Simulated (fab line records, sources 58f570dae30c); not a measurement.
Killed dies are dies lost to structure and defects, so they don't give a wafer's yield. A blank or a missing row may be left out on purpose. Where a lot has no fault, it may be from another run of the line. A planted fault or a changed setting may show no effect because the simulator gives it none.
Which tool was responsible? || flow berkeley cmos170 || 14 lots, 42 wafers sampled, at 4 steps of a route of 331

== WHAT THE GAUGES SHOWED, per wafer ==
UCB170_PFIELD_OVL_MEAS_06. Usual: PFIELD_OVL typically reads -5 nm, with standard deviation 4.6.
{"lot": "L475", "measured": "day 5 06:39", "on": "overlay-02", "PFIELD_OVL (nm)": "-8 -6 -8", "flag": ""}
{"lot": "L477", "measured": "day 5 18:05", "on": "overlay-02", "PFIELD_OVL (nm)": "-10 -7 -12", "flag": ""}
{"lot": "L479", "measured": "day 5 18:21", "on": "overlay-01", "PFIELD_OVL (nm)": "3 -1 1", "flag": ""}
{"lot": "L476", "measured": "day 5 19:04", "on": "overlay-01", "PFIELD_OVL (nm)": "-9 -6 -5", "flag": ""}
{"lot": "L480", "measured": "day 6 07:51", "on": "overlay-02", "PFIELD_OVL (nm)": "-9 -8 -3", "flag": ""}
{"lot": "L481", "measured": "day 6 08:07", "on": "overlay-01", "PFIELD_OVL (nm)": "-7 -2 -1", "flag": ""}
{"lot": "L482", "measured": "day 6 08:26", "on": "overlay-02", "PFIELD_OVL (nm)": "-9 -9 -5", "flag": ""}
{"lot": "L484", "measured": "day 6 21:43", "on": "overlay-01", "PFIELD_OVL (nm)": "-1 6 5", "flag": ""}
{"lot": "L483", "measured": "day 6 22:29", "on": "overlay-01", "PFIELD_OVL (nm)": "-8 -14 -14", "flag": ""}
{"lot": "L485", "measured": "day 7 12:35", "on": "overlay-01", "PFIELD_OVL (nm)": "-9 -2 -3", "flag": ""}
{"lot": "L487", "measured": "day 7 23:59", "on": "overlay-02", "PFIELD_OVL (nm)": "8 0 2", "flag": ""}
{"lot": "L493", "measured": "day 9 01:58", "on": "overlay-01", "PFIELD_OVL (nm)": "-7 -6 -11", "flag": ""}
{"lot": "L497", "measured": "day 9 12:59", "on": "overlay-01", "PFIELD_OVL (nm)": "-7 2 1", "flag": ""}
{"lot": "L496", "measured": "day 9 13:02", "on": "overlay-02", "PFIELD_OVL (nm)": "-6 -4 -5", "flag": ""}

UCB170_SDANNEAL_RS_MEAS_03: measurement is done with a four-point probe. Usual: NSD_RS typically reads 37.26 ohm/sq, with standard deviation 0.087.
{"lot": "L475", "measured": "day 8 07:04", "on": "film metro-04", "NSD_RS (ohm/sq)": "37.27 37.17 37.23", "flag": ""}
{"lot": "L477", "measured": "day 8 23:19", "on": "film metro-04", "NSD_RS (ohm/sq)": "37.14 37.03 37.17", "flag": ""}
{"lot": "L479", "measured": "day 8 23:01", "on": "film metro-01", "NSD_RS (ohm/sq)": "37.35 37.27 37.42", "flag": ""}
{"lot": "L476", "measured": "day 8 22:47", "on": "film metro-04", "NSD_RS (ohm/sq)": "37.23 37.24 37.27", "flag": ""}
{"lot": "L480", "measured": "day 9 16:58", "on": "film metro-02", "NSD_RS (ohm/sq)": "37.26 37.21 37.26", "flag": ""}
{"lot": "L481", "measured": "day 9 16:40", "on": "film metro-04", "NSD_RS (ohm/sq)": "37.19 37.15 37.07", "flag": ""}
{"lot": "L482", "measured": "day 9 16:23", "on": "film metro-01", "NSD_RS (ohm/sq)": "37.21 37.30 37.20", "flag": ""}
{"lot": "L484", "measured": "day 10 07:24", "on": "film metro-01", "NSD_RS (ohm/sq)": "37.22 37.22 37.18", "flag": ""}
{"lot": "L483", "measured": "day 10 06:59", "on": "film metro-02", "NSD_RS (ohm/sq)": "37.41 37.42 37.35", "flag": ""}
{"lot": "L485", "measured": "day 10 13:31", "on": "film metro-02", "NSD_RS (ohm/sq)": "37.21 37.13 37.16", "flag": ""}
{"lot": "L487", "measured": "day 11 06:58", "on": "film metro-02", "NSD_RS (ohm/sq)": "37.23 37.30 37.29", "flag": ""}
{"lot": "L493", "measured": "day 12 16:23", "on": "film metro-01", "NSD_RS (ohm/sq)": "37.34 37.26 37.22", "flag": ""}
{"lot": "L497", "measured": "day 12 16:19", "on": "film metro-02", "NSD_RS (ohm/sq)": "37.29 37.26 37.32", "flag": ""}
{"lot": "L496", "measured": "day 12 16:49", "on": "film metro-02", "NSD_RS (ohm/sq)": "37.25 37.14 37.17", "flag": ""}

UCB170_SILICIDE_RS_MEAS_02: measurement is done with a four-point probe. Usual: SILICIDE_TI_RS typically reads 26.2 ohm/sq, with standard deviation 0.37.
{"lot": "L475", "measured": "day 8 07:31", "on": "film metro-04", "SILICIDE_TI_RS (ohm/sq)": "26.9 26.5 26.8", "flag": ""}
{"lot": "L477", "measured": "day 8 23:47", "on": "film metro-03", "SILICIDE_TI_RS (ohm/sq)": "25.6 25.7 25.6", "flag": ""}
{"lot": "L479", "measured": "day 8 23:30", "on": "film metro-03", "SILICIDE_TI_RS (ohm/sq)": "25.9 26.0 26.2", "flag": ""}
{"lot": "L476", "measured": "day 8 23:14", "on": "film metro-03", "SILICIDE_TI_RS (ohm/sq)": "26.2 26.3 26.3", "flag": ""}
{"lot": "L480", "measured": "day 9 17:26", "on": "film metro-03", "SILICIDE_TI_RS (ohm/sq)": "27.2 26.7 25.9", "flag": ""}
{"lot": "L481", "measured": "day 9 17:08", "on": "film metro-04", "SILICIDE_TI_RS (ohm/sq)": "26.3 26.6 26.5", "flag": ""}
{"lot": "L482", "measured": "day 9 16:53", "on": "film metro-03", "SILICIDE_TI_RS (ohm/sq)": "26.1 26.0 26.2", "flag": ""}
{"lot": "L484", "measured": "day 10 07:52", "on": "film metro-03", "SILICIDE_TI_RS (ohm/sq)": "26.1 26.0 25.9", "flag": ""}
{"lot": "L483", "measured": "day 10 07:26", "on": "film metro-03", "SILICIDE_TI_RS (ohm/sq)": "26.0 26.2 26.2", "flag": ""}
{"lot": "L485", "measured": "day 10 13:59", "on": "film metro-03", "SILICIDE_TI_RS (ohm/sq)": "26.3 26.3 26.3", "flag": ""}
{"lot": "L487", "measured": "day 11 07:25", "on": "film metro-03", "SILICIDE_TI_RS (ohm/sq)": "26.0 25.8 26.2", "flag": ""}
{"lot": "L493", "measured": "day 12 16:50", "on": "film metro-03", "SILICIDE_TI_RS (ohm/sq)": "26.3 25.9 26.1", "flag": ""}
{"lot": "L497", "measured": "day 12 16:49", "on": "film metro-04", "SILICIDE_TI_RS (ohm/sq)": "25.5 25.9 25.5", "flag": ""}
{"lot": "L496", "measured": "day 12 17:17", "on": "film metro-02", "SILICIDE_TI_RS (ohm/sq)": "25.8 25.5 26.1", "flag": ""}

== TOOL THAT RAN EACH LOT (tool first, then ch and the chambers of the sampled wafers, then the start) ==
{"lot": "L475", "UCB170_SPACER_ETCHBACK_03": "rie diel-04 ch 0,1,3, day 8 02:17"}
{"lot": "L477", "UCB170_SPACER_ETCHBACK_03": "rie diel-03 ch 0,2,3, day 8 18:08"}
{"lot": "L479", "UCB170_SPACER_ETCHBACK_03": "rie diel-04 ch 2,3, day 8 18:08"}
{"lot": "L476", "UCB170_SPACER_ETCHBACK_03": "rie diel-01 ch 0,1,2, day 8 18:08"}
{"lot": "L480", "UCB170_SPACER_ETCHBACK_03": "rie diel-04 ch 0,2,3, day 9 10:55"}
{"lot": "L481", "UCB170_SPACER_ETCHBACK_03": "rie diel-01 ch 1,2,3, day 9 10:54"}
{"lot": "L482", "UCB170_SPACER_ETCHBACK_03": "rie diel-04 ch 0,2,3, day 9 10:50"}
{"lot": "L484", "UCB170_SPACER_ETCHBACK_03": "rie diel-04 ch 0,2, day 10 02:43"}
{"lot": "L483", "UCB170_SPACER_ETCHBACK_03": "rie diel-01 ch 0,1,2, day 10 02:43"}
{"lot": "L485", "UCB170_SPACER_ETCHBACK_03": "rie diel-03 ch 2,3, day 10 08:08"}
{"lot": "L487", "UCB170_SPACER_ETCHBACK_03": "rie diel-03 ch 0,1,3, day 10 23:05"}
{"lot": "L493", "UCB170_SPACER_ETCHBACK_03": "rie diel-04 ch 0,1, day 12 07:44"}
{"lot": "L497", "UCB170_SPACER_ETCHBACK_03": "rie diel-01 ch 0,1, day 12 07:44"}
{"lot": "L496", "UCB170_SPACER_ETCHBACK_03": "rie diel-01 ch 0,1,2, day 12 07:49"}
- UCB170_SPACER_ETCHBACK_03: etches SiO2 in CHF3/CF4/Ar, stops on Si, target depth 376 nm, time 100 s.

== WHAT THE TOOLS THEMSELVES READ (means of the sampled wafers that have a number; where no wafer has one, the mark that the record gives instead) ==
UCB170_SPACER_ETCHBACK_03. Usual: cf4 flow sccm 10.00 sccm, standard deviation 0.03; drypump motor current A 5.8 A, standard deviation 0.51; oes product au 0.897 a.u., standard deviation 0.015; throttle valve pct 6.49 %, standard deviation 0.12.
{"lot": "L475", "tool": "rie diel-04", "cf4 flow sccm (sccm)": 9.99, "drypump motor current A (A)": 6.0, "oes product au (a.u.)": 0.907, "throttle valve pct (%)": 6.49, "flag": ""}
{"lot": "L477", "tool": "rie diel-03", "cf4 flow sccm (sccm)": 10.01, "drypump motor current A (A)": 5.8, "oes product au (a.u.)": 0.909, "throttle valve pct (%)": 6.58, "flag": ""}
{"lot": "L479", "tool": "rie diel-04", "cf4 flow sccm (sccm)": 10.03, "drypump motor current A (A)": 6.0, "oes product au (a.u.)": 0.918, "throttle valve pct (%)": 6.40, "flag": ""}
{"lot": "L476", "tool": "rie diel-01", "cf4 flow sccm (sccm)": 10.01, "drypump motor current A (A)": 5.5, "oes product au (a.u.)": 0.889, "throttle valve pct (%)": 6.44, "flag": ""}
{"lot": "L480", "tool": "rie diel-04", "cf4 flow sccm (sccm)": 9.98, "drypump motor current A (A)": 6.2, "oes product au (a.u.)": 0.895, "throttle valve pct (%)": 6.40, "flag": ""}
{"lot": "L481", "tool": "rie diel-01", "cf4 flow sccm (sccm)": 9.99, "drypump motor current A (A)": 5.7, "oes product au (a.u.)": 0.880, "throttle valve pct (%)": 6.48, "flag": ""}
{"lot": "L482", "tool": "rie diel-04", "cf4 flow sccm (sccm)": 10.02, "drypump motor current A (A)": 6.2, "oes product au (a.u.)": 0.898, "throttle valve pct (%)": 6.40, "flag": ""}
{"lot": "L484", "tool": "rie diel-04", "cf4 flow sccm (sccm)": 9.98, "drypump motor current A (A)": 6.5, "oes product au (a.u.)": 0.894, "throttle valve pct (%)": 6.36, "flag": ""}
{"lot": "L483", "tool": "rie diel-01", "cf4 flow sccm (sccm)": 10.02, "drypump motor current A (A)": 5.5, "oes product au (a.u.)": 0.890, "throttle valve pct (%)": 6.44, "flag": ""}
{"lot": "L485", "tool": "rie diel-03", "cf4 flow sccm (sccm)": 9.98, "drypump motor current A (A)": 5.1, "oes product au (a.u.)": 0.906, "throttle valve pct (%)": 6.62, "flag": ""}
{"lot": "L487", "tool": "rie diel-03", "cf4 flow sccm (sccm)": 10.01, "drypump motor current A (A)": 5.9, "oes product au (a.u.)": 0.900, "throttle valve pct (%)": 6.51, "flag": ""}
{"lot": "L493", "tool": "rie diel-04", "cf4 flow sccm (sccm)": 10.03, "drypump motor current A (A)": 6.1, "oes product au (a.u.)": 0.905, "throttle valve pct (%)": 6.55, "flag": ""}
{"lot": "L497", "tool": "rie diel-01", "cf4 flow sccm (sccm)": 10.02, "drypump motor current A (A)": 5.6, "oes product au (a.u.)": 0.778, "throttle valve pct (%)": 6.56, "flag": "OFF"}
{"lot": "L496", "tool": "rie diel-01", "cf4 flow sccm (sccm)": 10.04, "drypump motor current A (A)": 5.5, "oes product au (a.u.)": 0.764, "throttle valve pct (%)": 6.44, "flag": "OFF"}

== THE ANSWER, worked out from the rows above alone ==
Rule: take the mean of a lot's wafers that have a number; if it is more than 3 standard deviations from the usual mean, the lot is off. Also off: a lot with no number at a reading for which 4 or more lots have one. All remaining lots with rows at the step are treated as sound. First the gauges in route order, then the tools' own readings, where a lot's mean is used as printed above. The first step at which some lot is off is used, and at that step the reading that is off furthest; a lot without a number counts as furthest.
Off: L497, L496, at UCB170_SPACER_ETCHBACK_03 (oes product au).
If a tool, at that step or one of the process steps before it, ran each lot that is off and ran no sound lot following the first of them, it fits. One fits: UCB170_SPACER_ETCHBACK_03 on rie diel-01. Its last sound lot is L483 (day 10 02:43), its first lot that is off L497 (day 12 07:44): a fault that began between those two fits.
On the lots that are off, the tool's own readings at UCB170_SPACER_ETCHBACK_03 differ by more than 5 times the standard deviation of the sound lots' means, which bears it out; oes product au reads 0.771 a.u. there versus 0.899 a.u. on the sound lots.

== WHAT HAD BEEN PUT IN BY THE SIMULATOR ==
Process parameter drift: rie diel-01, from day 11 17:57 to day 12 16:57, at UCB170_SPACER_ETCHBACK_03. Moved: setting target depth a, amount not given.
Lots struck among those shown: L497, L496. Same finding as the rule above.
